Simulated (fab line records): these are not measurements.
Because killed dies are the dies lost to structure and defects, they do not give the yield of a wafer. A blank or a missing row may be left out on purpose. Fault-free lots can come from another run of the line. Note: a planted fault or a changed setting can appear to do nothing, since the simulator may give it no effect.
fab line records ; flow rit-cmos
[record] lots = 13; wafers = 38; last-day = 7
route steps=202 shown FOX2@23 M1@202
lots that met no fault: taken from a fault-free run of the same line
start-h: hours from the record's first day to the start of the lot's first wafer shown ; wait-h: hours from the lot's prior step to this one ; " the same as in the row above ; L1.1+2: one row covering several wafers at once ; - value missing, or start not given ; * or withheld: withheld ; < > ~ a bound
route shown NAME@n: names a module that has steps shown in the file, with the first one's number in the route ; usual: average and standard deviation across the fault-free wafers ; same: alike in all rows ; chamber/n: place in a boat ; sites: per-site readings ; _std_site: the values' standard deviation ; _edge_site: outer sites' mean less inner sites' ; radius-mm: for every site, how far away it sits from the centre of the wafer ; mask NAME#n: copy n ; behind: the most recent tool/chamber to have shaped the wafer ; hold: why the lot was held/for how many hours/how that ended ; device: transistor that didn't switch, given as n, p or np ; end of line: tests run on the same wafers once the route is complete ; a step without rows: its recipe alone ; killed: the dies lost at the first sort to structure and to defects; this is not the yield of the wafer ; map: the dies of a wafer, with x for killed, . for not killed, _ for no die there
set.NAME: the run value of the setting; set.NAME@STEP: its run value at that earlier step ; model.NAME: the simulator's own value behind a step, which no gauge read
route steps across a sampled set of lots; one table per step, one row per wafer
services: a tool's chamber out of use, with start hour (start-h, from the record's first day; less than 0 if before it), hours out, and reason
[[steps]]
[step RIT_FOX2_OXIDATION_00]
[recipe] temp-c = 1100; ambient = H2O; target-thk-a = 3507; p-h2o-torr = 720; ox-time-s = 1130
[usual] spike-tc-centre-C = 1101.8/0.98
lot.wafer;tool;chamber;start-h;wait-h;spike-tc-centre-C
L482.1;furnace-01;0;17.75;0.0;1100.4
L482.2;furnace-01;0;17.75;0.0;1101.8
L482.4;furnace-01;0;17.75;0.0;1102.2
L483.1;furnace-03;0;22.67;0.0;1101.9
L483.2;furnace-03;0;22.67;0.0;1101.2
L483.6;furnace-03;0;22.67;0.0;1103.1
L485.1;furnace-03;0;34.96;0.3;1100.7
L485.4;furnace-03;0;34.96;0.3;1101.0
L485.6;furnace-03;0;34.96;0.3;1101.7
L486.1;furnace-03;0;38.49;0.0;1101.4
L486.3;furnace-03;0;38.49;0.0;1101.2
L486.4;furnace-03;0;38.49;0.0;1101.0
L487.1;furnace-03;0;44.92;0.0;1101.6
L487.3;furnace-03;0;44.92;0.0;1100.9
L487.5;furnace-03;0;44.92;0.0;1101.7
L489.1;furnace-01;0;55.58;2.0;1104.0
L489.2;furnace-01;0;55.58;2.0;1102.9
L489.3;furnace-01;0;55.58;2.0;1101.2
L491.3;furnace-01;0;65.14;0.0;1101.4
L491.4;furnace-01;0;65.14;0.0;1101.5
L496.2;furnace-03;0;89.96;0.5;1101.4
L496.3;furnace-03;0;89.96;0.5;1100.5
L496.6;furnace-03;0;89.96;0.5;1101.3
L499.4;furnace-03;0;104.08;0.1;1103.1
L499.5;furnace-03;0;104.08;0.1;1101.8
L499.6;furnace-03;0;104.08;0.1;1102.1
L500.3;furnace-03;0;108.82;0.0;1101.9
L500.4;furnace-03;0;108.82;0.0;1100.2
L500.6;furnace-03;0;108.82;0.0;1102.1
L501.1;furnace-04;0;113.50;0.0;1102.4
L501.2;furnace-04;0;113.50;0.0;1102.3
L501.4;furnace-04;0;113.50;0.0;1100.2
L502.1;furnace-03;0;118.42;0.0;1102.0
L502.3;furnace-03;0;118.42;0.0;1100.9
L502.6;furnace-03;0;118.42;0.0;1102.0
L505.1;furnace-03;0;136.13;0.8;1101.2
L505.4;furnace-03;0;136.13;0.8;1101.0
L505.5;furnace-03;0;136.13;0.8;1101.6
[step RIT_FOX2_THK_MEAS_01]
[recipe] reads = SiO2_of_FOX2_OXIDATION_00
[usual] FOX2_OXIDE_THK = 353/5.2
lot.wafer;tool;chamber;start-h;wait-h;hold;FOX2_OXIDE_THK[nm]
L482.1;film-metro-04;-;19.07;0.0;-;349
L482.2;film-metro-04;-;19.07;0.0;-;355
L482.4;film-metro-04;-;19.07;0.0;-;354
L483.1;film-metro-04;-;23.99;0.0;-;366
L483.2;film-metro-04;-;23.99;0.0;-;364
L483.6;film-metro-04;-;23.99;0.0;-;358
L485.1;film-metro-02;-;36.27;0.0;-;350
L485.4;film-metro-02;-;36.27;0.0;-;358
L485.6;film-metro-02;-;36.27;0.0;-;354
L486.1;film-metro-02;-;39.81;0.0;-;361
L486.3;film-metro-02;-;39.81;0.0;-;358
L486.4;film-metro-02;-;39.81;0.0;-;357
L487.1;film-metro-03;-;46.24;0.0;-;350
L487.3;film-metro-03;-;46.24;0.0;-;355
L487.5;film-metro-03;-;46.24;0.0;-;351
L489.1;film-metro-03;-;56.90;0.0;-;354
L489.2;film-metro-03;-;56.90;0.0;-;352
L489.3;film-metro-03;-;56.90;0.0;-;354
L491.3;film-metro-04;-;66.48;0.0;await-dispo/0.2h/release;341
L491.4;film-metro-04;-;66.48;0.0;await-dispo/0.2h/release;339
L491.3;film-metro-04;-;66.70;0.2;-;341
L491.4;film-metro-04;-;66.70;0.2;-;339
L496.2;film-metro-02;-;91.29;0.0;-;358
L496.3;film-metro-02;-;91.29;0.0;-;358
L496.6;film-metro-02;-;91.29;0.0;-;355
L499.4;film-metro-04;-;105.43;0.0;-;350
L499.5;film-metro-04;-;105.43;0.0;-;352
L499.6;film-metro-04;-;105.43;0.0;-;357
L500.3;film-metro-03;-;110.16;0.0;-;352
L500.4;film-metro-03;-;110.16;0.0;-;355
L500.6;film-metro-03;-;110.16;0.0;-;346
L501.1;film-metro-03;-;114.82;0.0;-;348
L501.2;film-metro-03;-;114.82;0.0;-;349
L501.4;film-metro-03;-;114.82;0.0;-;355
L502.1;film-metro-02;-;119.73;0.0;-;348
L502.3;film-metro-02;-;119.73;0.0;-;350
L502.6;film-metro-02;-;119.73;0.0;-;347
L505.1;film-metro-04;-;137.44;0.0;-;356
L505.4;film-metro-04;-;137.44;0.0;-;349
L505.5;film-metro-04;-;137.44;0.0;-;353
[step RIT_FOX2_THK_MEAS_90]
[recipe] reads = SiO2_of_FOX2_OXIDATION_00
[usual] FIELD_OXIDE_LEFT_1_THK = 326/5.3
lot.wafer;tool;chamber;start-h;wait-h;hold;FIELD_OXIDE_LEFT_1_THK[nm]
L482.1;film-metro-02;-;20.70;0.0;-;322
L482.2;film-metro-02;-;20.70;0.0;-;328
L482.4;film-metro-02;-;20.70;0.0;-;328
L483.1;film-metro-04;-;24.87;0.0;-;339
L483.2;film-metro-04;-;24.87;0.0;-;337
L483.6;film-metro-04;-;24.87;0.0;-;330
L485.1;film-metro-02;-;37.22;0.0;-;323
L485.4;film-metro-02;-;37.22;0.0;-;330
L485.6;film-metro-02;-;37.22;0.0;-;327
L486.1;film-metro-02;-;40.69;0.0;-;334
L486.3;film-metro-02;-;40.69;0.0;-;330
L486.4;film-metro-02;-;40.69;0.0;-;330
L487.1;film-metro-02;-;47.11;0.0;-;322
L487.3;film-metro-02;-;47.11;0.0;-;328
L487.5;film-metro-02;-;47.11;0.0;-;323
L489.1;film-metro-03;-;57.77;0.0;-;327
L489.2;film-metro-03;-;57.77;0.0;-;324
L489.3;film-metro-03;-;57.77;0.0;-;327
L491.3;film-metro-04;-;74.76;0.0;await-dispo/0.2h/release;313
L491.4;film-metro-04;-;74.76;0.0;await-dispo/0.2h/release;311
L491.3;film-metro-04;-;75.14;0.4;-;313
L491.4;film-metro-04;-;75.14;0.4;-;311
L496.2;film-metro-02;-;92.17;0.0;-;330
L496.3;film-metro-02;-;92.17;0.0;-;330
L496.6;film-metro-02;-;92.17;0.0;-;327
L499.4;film-metro-04;-;106.30;0.0;-;323
L499.5;film-metro-04;-;106.30;0.0;-;325
L499.6;film-metro-04;-;106.30;0.0;-;330
L500.3;film-metro-02;-;111.03;0.0;-;324
L500.4;film-metro-02;-;111.03;0.0;-;327
L500.6;film-metro-02;-;111.03;0.0;-;318
L501.1;film-metro-04;-;115.76;0.0;-;320
L501.2;film-metro-04;-;115.76;0.0;-;321
L501.4;film-metro-04;-;115.76;0.0;-;327
L502.1;film-metro-04;-;120.68;0.0;-;321
L502.3;film-metro-04;-;120.68;0.0;-;323
L502.6;film-metro-04;-;120.68;0.0;-;319
L505.1;film-metro-02;-;138.39;0.0;-;329
L505.4;film-metro-02;-;138.39;0.0;-;322
L505.5;film-metro-02;-;138.39;0.0;-;326
[step RIT_M1_PROBE_99]
[usual] killed_at_M0_to_M3 = 0.0/0.12; killed-at-contacts = 0.1/0.25; killed-at-front-end = 6.8/2.7; killed-dies = 6.8/2.7; killed-open = 3.4/1.8; killed-short = 3.5/1.7
[same] gross-dies = 264; killed_at_M4_up = 0; killed-at-back-side = 0; killed-at-other = 0
lot.wafer;tool;chamber;start-h;wait-h;killed_at_M0_to_M3;killed-at-contacts;killed-at-front-end;killed-dies;killed-open;killed-short
L491.3;prober-01;-;140.81;0.2;0;0;9;9;5;4
L491.4;prober-01;-;140.86;0.2;0;0;7;7;4;3
L500.3;prober-01;-;150.28;0.2;0;0;9;9;5;4
L500.4;prober-01;-;150.33;0.2;0;0;6;6;4;2
L500.6;prober-01;-;150.43;0.2;0;0;7;7;3;4
// killed by level:class
L491.3 FOX1:geometric-particle:open=2 GATE:geometric-particle:open=2 REOX:geometric-particle:short=2 SPACER:geometric-particle:short=2 SPACER:geometric-particle:open=1
L491.4 GATE:geometric-particle:short=2 GATE:geometric-particle:open=2 REOX:geometric-particle:open=1 SILICIDE:geometric-particle:short=1 SILICIDE:geometric-particle:open=1
L500.3 FOX1:geometric-particle:short=2 GATE:geometric-particle:open=2 SPACER:geometric-particle:open=2 REOX:geometric-particle:short=1 REOX:geometric-particle:open=1 SILICIDE:geometric-particle:short=1
L500.4 GATE:geometric-particle:open=3 FOX2:geometric-particle:open=1 GATE:geometric-particle:short=1 SPACER:geometric-particle:short=1
L500.6 FOX1:geometric-particle:open=2 GATE:geometric-particle:short=2 FOX1:geometric-particle:short=1 GATE:geometric-particle:open=1 SPACER:geometric-particle:short=1
[[services]]
tool;chamber;start-h;hours;kind
furnace-03;-;29.08;3.2;pm
furnace-04;-;35.10;2.7;pm
furnace-01;-;70.08;5.2;pm
furnace-01;-;129.63;4.2;pm
[[key]]
[first-sign] step = RIT_FOX2_THK_MEAS_01; reading = visit; direction = added
[effect] step = RIT_FOX2_THK_MEAS_01; reading = FOX2_OXIDE_THK; direction = down; sigmas = 2.5; usual = 353; struck = 340
[effect] step = RIT_FOX2_THK_MEAS_90; reading = visit; direction = added
met-at RIT_FOX2_OXIDATION_00
struck-lots L491
tester-left-out L491
onset-between 55.58 65.14
[fault] kind = process-parameter-drift; tool = furnace-01; chamber = -; onset-h = 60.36; steps = RIT_FOX2_OXIDATION_00; channel = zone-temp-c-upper; offset = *; shape = step; end-h = 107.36
// tester-left-out: of these lots the tester's yield and bins aren't shown, on N5 and GAA mostly nor the transistor test; their killed dies are dies lost to structure and defects alone, not to doping, threshold or leakage, so they don't give the yield
